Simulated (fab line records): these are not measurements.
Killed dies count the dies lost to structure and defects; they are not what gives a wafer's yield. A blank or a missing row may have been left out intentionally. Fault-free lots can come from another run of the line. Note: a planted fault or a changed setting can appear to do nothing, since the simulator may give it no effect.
What tool caused it? / flow berkeley cmos170 / 14 lots with 42 wafers sampled at 2 steps, on a route of 331 steps

WHAT THE GAUGES READ, wafer by wafer
UCB170_SCREENOX_THK_MEAS_02.
lot=L346; measured=day 6 12:35; on=film metro-04; SCREENOX_OXIDE_THK (nm)=14.54 14.23 14.41
lot=L349; measured=day 6 22:07; on=film metro-04; SCREENOX_OXIDE_THK (nm)=14.28 14.18 13.99
lot=L351; measured=day 7 12:13; on=film metro-01; SCREENOX_OXIDE_THK (nm)=14.66 14.50 14.67
lot=L352; measured=day 7 12:10; on=film metro-01; SCREENOX_OXIDE_THK (nm)=14.45 14.49 14.56
lot=L353; measured=day 7 12:09; on=film metro-04; SCREENOX_OXIDE_THK (nm)=14.24 14.31 14.15
lot=L354; measured=day 8 00:16; on=film metro-02; SCREENOX_OXIDE_THK (nm)=20.04 20.20 20.20
lot=L355; measured=day 8 00:15; on=film metro-01; SCREENOX_OXIDE_THK (nm)=20.36 20.26 20.09
lot=L356; measured=day 8 09:27; on=film metro-01; SCREENOX_OXIDE_THK (nm)=13.93 14.01 14.23
lot=L360; measured=day 9 08:22; on=film metro-01; SCREENOX_OXIDE_THK (nm)=14.55 14.44 14.46
lot=L363; measured=day 9 08:25; on=film metro-01; SCREENOX_OXIDE_THK (nm)=14.42 14.55 14.53
lot=L366; measured=day 10 09:45; on=film metro-02; SCREENOX_OXIDE_THK (nm)=14.69 14.58 14.86
lot=L367; measured=day 10 09:40; on=film metro-04; SCREENOX_OXIDE_THK (nm)=14.46 14.48 14.37
lot=L368; measured=day 10 09:41; on=film metro-02; SCREENOX_OXIDE_THK (nm)=14.22 14.47 14.26
lot=L369; measured=day 10 09:41; on=film metro-01; SCREENOX_OXIDE_THK (nm)=14.19 13.84 14.13

WHICH TOOL RAN EACH LOT (tool, then ch and the chambers of the sampled wafers, then the start)
lot=L346; UCB170_SCREENOX_OXIDATION_01=furnace-01 ch 0, day 6 10:55
lot=L349; UCB170_SCREENOX_OXIDATION_01=furnace-04 ch 0, day 6 20:28
lot=L351; UCB170_SCREENOX_OXIDATION_01=furnace-02 ch 0, day 7 10:28
lot=L352; UCB170_SCREENOX_OXIDATION_01=furnace-02 ch 0, day 7 10:28
lot=L353; UCB170_SCREENOX_OXIDATION_01=furnace-02 ch 0, day 7 10:28
lot=L354; UCB170_SCREENOX_OXIDATION_01=furnace-02 ch 0, day 7 22:34
lot=L355; UCB170_SCREENOX_OXIDATION_01=furnace-02 ch 0, day 7 22:34
lot=L356; UCB170_SCREENOX_OXIDATION_01=furnace-04 ch 0, day 8 07:47
lot=L360; UCB170_SCREENOX_OXIDATION_01=furnace-01 ch 0, day 9 06:41
lot=L363; UCB170_SCREENOX_OXIDATION_01=furnace-01 ch 0, day 9 06:41
lot=L366; UCB170_SCREENOX_OXIDATION_01=furnace-04 ch 0, day 10 08:00
lot=L367; UCB170_SCREENOX_OXIDATION_01=furnace-04 ch 0, day 10 08:00
lot=L368; UCB170_SCREENOX_OXIDATION_01=furnace-04 ch 0, day 10 08:00
lot=L369; UCB170_SCREENOX_OXIDATION_01=furnace-04 ch 0, day 10 08:00
- UCB170_SCREENOX_OXIDATION_01: target thk 14.4 nm, ox time 2400 s.

WHAT THE TOOLS THEMSELVES READ (means of the sampled wafers that have a number; where no wafer has one, the mark that the record gives instead)
UCB170_SCREENOX_OXIDATION_01.
lot=L346; tool=furnace-01; spike tc centre C (C)=901.4; spike tc load C (C)=927; spike tc source C (C)=926; tube center temp C (C)=900; tube_center_temp_C_max=902.4
lot=L349; tool=furnace-04; spike tc centre C (C)=902.6; spike tc load C (C)=929; spike tc source C (C)=926; tube center temp C (C)=900; tube_center_temp_C_max=902.6
lot=L351; tool=furnace-02; spike tc centre C (C)=901.3; spike tc load C (C)=921; spike tc source C (C)=917; tube center temp C (C)=900; tube_center_temp_C_max=902.8
lot=L352; tool=furnace-02; spike tc centre C (C)=901.1; spike tc load C (C)=921; spike tc source C (C)=917; tube center temp C (C)=900; tube_center_temp_C_max=902.1
lot=L353; tool=furnace-02; spike tc centre C (C)=901.4; spike tc load C (C)=922; spike tc source C (C)=917; tube center temp C (C)=900; tube_center_temp_C_max=902.3
lot=L354; tool=furnace-02; spike tc centre C (C)=933.9; spike tc load C (C)=954; spike tc source C (C)=950; tube center temp C (C)=932; tube_center_temp_C_max=934.8
lot=L355; tool=furnace-02; spike tc centre C (C)=933.0; spike tc load C (C)=953; spike tc source C (C)=949; tube center temp C (C)=932; tube_center_temp_C_max=934.2
lot=L356; tool=furnace-04; spike tc centre C (C)=903.0; spike tc load C (C)=929; spike tc source C (C)=926; tube center temp C (C)=900; tube_center_temp_C_max=902.4
lot=L360; tool=furnace-01; spike tc centre C (C)=901.6; spike tc load C (C)=927; spike tc source C (C)=926; tube center temp C (C)=900; tube_center_temp_C_max=902.1
lot=L363; tool=furnace-01; spike tc centre C (C)=900.5; spike tc load C (C)=927; spike tc source C (C)=926; tube center temp C (C)=900; tube_center_temp_C_max=902.2
lot=L366; tool=furnace-04; spike tc centre C (C)=902.3; spike tc load C (C)=929; spike tc source C (C)=925; tube center temp C (C)=900; tube_center_temp_C_max=902.4
lot=L367; tool=furnace-04; spike tc centre C (C)=902.9; spike tc load C (C)=928; spike tc source C (C)=925; tube center temp C (C)=900; tube_center_temp_C_max=902.8
lot=L368; tool=furnace-04; spike tc centre C (C)=902.9; spike tc load C (C)=929; spike tc source C (C)=924; tube center temp C (C)=900; tube_center_temp_C_max=902.6
lot=L369; tool=furnace-04; spike tc centre C (C)=901.9; spike tc load C (C)=929; spike tc source C (C)=925; tube center temp C (C)=900; tube_center_temp_C_max=902.4

THE ANSWER, worked out from the rows above alone
Rule: usual is defined by the lots themselves. The widest of any qualifying gaps counts: lots, ordered by their means at a reading, are off when they make up no more than a third of the lots, leave a main group of 4 or more, and stand apart from it by 3 or more times the standard deviation of that group's means. Not used: any main group whose means are identical at the precision the tables above print for the reading. A lot without any number at a reading at which 4 lots or more have one is off too. All remaining lots with rows at the step are treated as sound. The gauges are gone through in route order, then the tools' own readings, and for those a lot's mean is taken as printed above. The first step at which some lot is off is used, and at that step the reading that is off furthest; a lot without a number counts as furthest.
Off: L354, L355, at UCB170_SCREENOX_THK_MEAS_02 (SCREENOX_OXIDE_THK). The main group: mean 14.37 nm, standard deviation 0.2.
If a tool, at a process step before that reading, ran all the lots that are off and no sound lot after the first of them, it fits. The gauges at UCB170_SCREENOX_THK_MEAS_02 aren't tried: what is off there is off at UCB170_SCREENOX_OXIDATION_01 too, on other tools, and a gauge's error can't cause that. One fits: furnace-02 at UCB170_SCREENOX_OXIDATION_01. A fault onset in the window from L351 (day 7 10:28, its last sound lot) to L354 (day 7 22:34, its first lot off) fits.
The tool's own readings at UCB170_SCREENOX_OXIDATION_01 bear it out: on the lots that are off they differ by more than 5 times the standard deviation of the sound lots' means. spike tc centre C reads 933.5 C there against 901.9 C on the sound lots; spike tc load C reads 954 C there against 926 C on the sound lots; spike tc source C reads 950 C there against 923 C on the sound lots; tube center temp C reads 932 C there against 900 C on the sound lots; tube_center_temp_C_max reads 934.5 there against 902.4 on the sound lots.

WHAT HAD BEEN PUT IN BY THE SIMULATOR
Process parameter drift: furnace-02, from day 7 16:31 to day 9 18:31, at UCB170_SCREENOX_OXIDATION_01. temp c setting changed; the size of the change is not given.
Struck lots among those shown: L355, L354. Same finding as the rule above.
